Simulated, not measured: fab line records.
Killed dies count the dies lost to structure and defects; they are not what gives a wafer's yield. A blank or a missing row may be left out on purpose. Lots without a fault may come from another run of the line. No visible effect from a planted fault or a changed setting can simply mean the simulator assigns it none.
A sampling plan put to the test	flow berkeley_cmos170	one fab line, 8 faults that these records tell of, each judged on the records of the lots that it struck
The plan is the line's own looks: the steps of the route at which a gauge or an inspection reads the wafer and doesn't change it. A look can be judged if struck wafers have a number there and the file gives its usual mean and standard deviation on fault-free wafers. Caught: at a look after the fault's first step, the mean of the struck wafers lies 4 or more of those standard deviations (sigma) from the usual mean. On the tool: the identical test, applied to the tool's own readings at the steps of the fault. A different recipe on the struck wafers counts as caught too, as does a record blank only for those wafers.

## THE FAULTS, as the simulator had put them in
1. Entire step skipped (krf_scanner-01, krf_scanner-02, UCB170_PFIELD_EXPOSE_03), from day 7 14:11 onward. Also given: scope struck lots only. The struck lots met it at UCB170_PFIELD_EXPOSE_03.
2. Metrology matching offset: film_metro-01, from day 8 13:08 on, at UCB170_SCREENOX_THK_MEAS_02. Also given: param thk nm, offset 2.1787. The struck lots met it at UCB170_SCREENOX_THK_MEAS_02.
3. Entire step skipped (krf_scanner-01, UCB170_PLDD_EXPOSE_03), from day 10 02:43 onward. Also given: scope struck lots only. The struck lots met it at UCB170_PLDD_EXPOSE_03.
4. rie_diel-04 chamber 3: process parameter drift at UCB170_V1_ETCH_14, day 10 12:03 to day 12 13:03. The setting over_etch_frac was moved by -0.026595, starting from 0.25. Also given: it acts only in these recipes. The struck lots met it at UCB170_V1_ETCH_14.
5. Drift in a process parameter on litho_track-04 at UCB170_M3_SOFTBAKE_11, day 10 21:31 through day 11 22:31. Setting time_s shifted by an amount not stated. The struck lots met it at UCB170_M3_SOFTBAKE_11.
6. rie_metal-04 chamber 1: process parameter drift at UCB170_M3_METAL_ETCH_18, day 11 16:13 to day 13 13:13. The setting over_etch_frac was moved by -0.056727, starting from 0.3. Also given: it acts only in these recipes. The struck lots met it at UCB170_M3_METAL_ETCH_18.
7. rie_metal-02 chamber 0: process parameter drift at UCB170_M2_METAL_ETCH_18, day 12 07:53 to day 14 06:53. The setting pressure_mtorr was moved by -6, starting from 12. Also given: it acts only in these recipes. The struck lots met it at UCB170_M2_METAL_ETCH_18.
8. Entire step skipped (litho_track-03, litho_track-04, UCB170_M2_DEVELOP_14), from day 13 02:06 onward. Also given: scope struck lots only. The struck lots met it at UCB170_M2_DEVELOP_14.

## WHAT THE PLAN SAW
fault	on the tool itself	first look that catches it	reading, sigma	median hours from its first step to that look	hours from the fault's start to the first struck lot there	judged looks passed uncaught
1	no reading that can be judged	no look after it can be judged	-	-	-	0
2	SCREENOX_OXIDE_THK +7.4 sigma	not the one look that can be judged after it	-	-	-	1
3	no reading that can be judged	no look after it can be judged	-	-	-	0
4	under 2 sigma	no look after it can be judged	-	-	-	0
5	run_length_s -30 sigma	no look after it can be judged	-	-	-	0
6	under 2 sigma	no look after it can be judged	-	-	-	0
7	chamber_pressure_mTorr -99 or beyond sigma	no look after it can be judged	-	-	-	0
8	the tool's record is blank for the struck wafers	no look after it can be judged	-	-	-	0
A dash: the fault is not caught, or the number is missing from these records.

Caught at a look: 0 of 8. Caught on the tool: 4 of 8. By one or the other: 4 of 8.
Caught on the tool alone: faults 2, 5, 7, 8.
Caught by neither: faults 1, 3, 4, 6.
